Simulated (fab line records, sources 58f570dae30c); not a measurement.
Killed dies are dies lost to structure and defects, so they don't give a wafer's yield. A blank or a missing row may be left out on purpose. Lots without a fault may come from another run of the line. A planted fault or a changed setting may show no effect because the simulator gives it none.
A struck lot beside a sound one | flow berkeley_cmos170 | 15 steps out of a route of 331
Sound: wafers L713.1, L713.3, L713.6. Struck: wafer L721.6. (L721.1, L721.5 of the same lot were not struck and are left out.) The cause comes at the end.
At each step with rows: each side's tool, then ch and its chambers, then its first start. Under that, the readings that differ: sound wafers | struck wafers | difference of the means | sigmas: that difference in standard deviations of wafers without a fault.
alike: readings whose means differ by less than 2 such deviations, and words and numbers that are the same on both sides. not compared: withheld readings, readings that some wafer has no value for, bounds like >300 that may hide the same value, and numbers for which the record gives no deviation and whose values overlap.
The two part at a step that has a row with sigmas, a row that says differs or no value, or rows on one side only. Numbers that don't overlap but have no deviation are shown without sigmas and don't part them. A reading that every wafer of one side lacks parts them only if that side has two wafers or more.

first, 2 steps without rows for these wafers: UCB170_GATE_ANNEAL_03 (time 1800 s); UCB170_GATE_CVD_04 (deposits poly-Si from SiH4, time 1440 s, target thk 214 nm).
UCB170_GATE_THK_MEAS_05:
  sound on film_metro-03, day 9 15:07; struck on film_metro-04, day 10 17:27
  alike: GATE_POLY_THK
then, 6 steps without rows for these wafers: UCB170_GATE_COAT_06; UCB170_GATE_COAT_07 (resist thk 900 nm); UCB170_GATE_SOFTBAKE_08 (time 60 s); UCB170_GATE_EXPOSE_09 (exposes mask POLY, target cd 350 nm); UCB170_GATE_PEB_10; UCB170_GATE_DEVELOP_11 (develop time 45 s).
UCB170_GATE_CD_MEAS_12: target cd 350 nm.
  sound on cd_sem-02, day 9 16:35; struck on cd_sem-02, day 10 19:44
  alike: cd_nm
UCB170_GATE_OVL_MEAS_13:
  sound on overlay-02, day 9 16:42; struck on overlay-01, day 10 19:51
  alike: GATE_OVL
UCB170_GATE_ETCH_14: etches BARC in N2/H2.
  sound on rie_diel-02 ch 1,2,3, day 9 16:44; struck on rie_diel-04 ch 2, day 10 19:53
  alike: drypump_motor_current_A, oes_product_au, throttle_valve_pct
UCB170_GATE_ETCH_15: etches poly-Si in HBr/Cl2, stops on SiO2, time 56.3 s, target depth 278.2 nm.
  sound on rie_si-02 ch 1,2, day 9 16:47; struck on rie_si-01 ch 2, day 10 19:56
  reading                               | sound             | struck  | difference | sigmas
  over_etch_frac                        | 0.3 0.3 0.3       | 0.23951 | -0.06049   |
  throttle_valve_pct (%)                | 26.76 26.66 26.65 | 25.94   | -0.75      | -3
  model.KrF_of_GATE_COAT_07.thk_nm (nm) | 771.7 773.2 775.4 | 785.3   | +11.9      |
  alike: drypump_motor_current_A, oes_product_au
  not compared: rf_hours_counter_h
UCB170_GATE_STRIP_16: strips in O2.
  sound on plasma_asher-01 ch 0,1, day 9 16:50; struck on plasma_asher-01 ch 1, day 10 19:59
  alike: drypump_motor_current_A, oes_product_au
  not compared: rf_hours_counter_h
UCB170_M3_PROBE_99:
  the record has rows for the struck wafers here (prober-02, day 12 14:05) and none for the sound ones

WHERE THEY PART
First at UCB170_GATE_ETCH_15; last, within this record, at UCB170_M3_PROBE_99.

WHY: what the simulator had put in
Process parameter drift: rie_si-01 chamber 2, from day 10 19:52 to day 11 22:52, at UCB170_GATE_ETCH_15. Setting over_etch_frac, moved by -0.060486, from 0.3.
